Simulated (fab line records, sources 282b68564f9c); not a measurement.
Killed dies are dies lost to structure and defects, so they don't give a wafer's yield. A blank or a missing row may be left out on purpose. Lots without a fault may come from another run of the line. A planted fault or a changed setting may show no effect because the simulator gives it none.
A struck lot beside a sound one | flow rit_cmos | 30 steps out of a route of 202
Sound: wafers L880.3, L880.4, L880.5. Struck: wafer L867.4. (L867.2, L867.5 of the same lot were not struck and are left out.) The cause comes at the end.
At each step with rows: each side's tool, then ch and its chambers, then its first start. Under that, the readings that differ: sound wafers | struck wafers | difference of the means | sigmas: that difference in standard deviations of wafers without a fault.
alike: readings whose means differ by less than 2 such deviations, and words and numbers that are the same on both sides. not compared: withheld readings, readings that some wafer has no value for, bounds like >300 that may hide the same value, and numbers for which the record gives no deviation and whose values overlap.
The two part at a step that has a row with sigmas, a row that says differs or no value, or rows on one side only. Numbers that don't overlap but have no deviation are shown without sigmas and don't part them. A reading that every wafer of one side lacks parts them only if that side has two wafers or more.

first, 6 steps without rows for these wafers: RIT_SDANNEAL_RTA_03 (time 5 s); RIT_SILICIDE_WET_ETCH_00 (etches SiO2 in BOE, target depth 14 nm, time 15 s); RIT_SILICIDE_SPUTTER_01 (material Ti, target thk 30 nm, time 240 s); RIT_SILICIDE_RTA_04 (time 10 s, ramp up 5 s, ramp down 5 s); RIT_SILICIDE_WET_ETCH_05 (etches Ti in SPM, time 120 s); RIT_SILICIDE_RTA_06 (time 10 s, ramp up 5 s, ramp down 10 s).
RIT_CONTACT_CVD_00: deposits SiO2 from TEOS, target thk 400 nm, time 61 s.
  sound on pecvd-04 ch 0,2, day 8 07:16; struck on pecvd-04 ch 2, day 5 11:56
  reading                                  | sound             | struck | difference | sigmas
  rf_fwd_power_W (W)                       | 396.8 398.6 394.9 | 348.8  | -48.0      | -34
  model.SiO2_of_CONTACT_CVD_00.thk_nm (nm) | 397.5 402.6 403.5 | 393    | -8         |
  alike: heater_power_w
  not compared: since_wet_clean_h
RIT_CONTACT_THK_MEAS_01:
  sound on film_metro-04, day 8 07:20; struck on film_metro-04, day 5 11:59
  alike: CONTACT_TEOS_THK
then, 7 steps without rows for these wafers: RIT_CONTACT_HMDS_02 (prime time 60 s); RIT_CONTACT_COAT_03 (resist thk 1000 nm); RIT_CONTACT_SOFTBAKE_04 (time 60 s); RIT_CONTACT_EXPOSE_05 (exposes mask M11, target cd 1000 nm); RIT_CONTACT_PEB_06; RIT_CONTACT_DEVELOP_07 (develop time 120 s); RIT_CONTACT_HARDBAKE_10 (time 60 s).
RIT_CONTACT_ETCH_11: etches SiO2 in CHF3/CF4/Ar, stops on TiSi2, target depth 480 nm, time 320 s.
  sound on rie_diel-03 ch 0,2,3, day 8 08:47; struck on rie_diel-04 ch 2, day 5 13:31
  reading                             | sound             | struck | difference | sigmas
  model.CONTACT.feature_depth_nm (nm) | 397.5 402.6 403.5 | 393    | -8         |
  model.etch.depth_nm (nm)            | 397.5 402.6 403.5 | 393    | -8         |
  alike: chamber_pressure_mTorr, drypump_motor_current_A, oes_product_au, throttle_valve_pct
  not compared: rf_hours_counter_h
then, 11 steps without rows for these wafers: RIT_CONTACT_STRIP_12 (strips in O2, time 180 s); RIT_CONTACT_CLEAN_13 (cleans in SC1, time 600 s); RIT_CONTACT_CLEAN_14 (cleans in SC2, time 600 s); RIT_M1_SPUTTER_00 (material Al, target thk 400 nm, time 500 s); RIT_M1_HMDS_03 (prime time 60 s); RIT_M1_COAT_04 (resist thk 1300 nm); RIT_M1_SOFTBAKE_05 (time 60 s); RIT_M1_EXPOSE_06 (exposes mask M12, target cd 2600 nm); RIT_M1_PEB_07; RIT_M1_DEVELOP_08 (develop time 68 s); RIT_M1_HARDBAKE_11 (time 120 s).
RIT_M1_METAL_ETCH_12: etches Al in Cl2/BCl3, stops on SiO2, time 165 s, target depth 600 nm.
  sound on rie_metal-04 ch 1, day 8 11:54; struck on rie_metal-04 ch 0, day 5 16:45
  reading                                  | sound              | struck | difference | sigmas
  chamber_pressure_mTorr (mTorr)           | 99.93 99.96 100.01 | 100.17 | +0.20      | +2
  drypump_motor_current_A (A)              | 5.3 5.3 5.4        | 6.3    | +1.0       | +2
  model.SiO2_of_CONTACT_CVD_00.thk_nm (nm) | 361.4 366 367.2    | 356.4  | -8.5       |
  alike: oes_product_au, throttle_valve_pct
  not compared: rf_hours_counter_h
then, 1 step without rows for these wafers: RIT_M1_STRIP_13 (strips in nmp, time 600 s).
RIT_M1_PROBE_99:
  sound on prober-02, day 8 14:19; struck on prober-01, day 5 19:23
  alike: killed_at_front_end, killed_dies, killed_open, killed_short

WHERE THEY PART
First at RIT_CONTACT_CVD_00; last, within this record, at RIT_M1_METAL_ETCH_12. Later steps at which nothing parts them and some readings are alike: RIT_M1_PROBE_99.

WHY: what the simulator had put in
Process parameter drift: pecvd-04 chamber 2, from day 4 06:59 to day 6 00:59, at RIT_CONTACT_CVD_00. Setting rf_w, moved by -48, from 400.
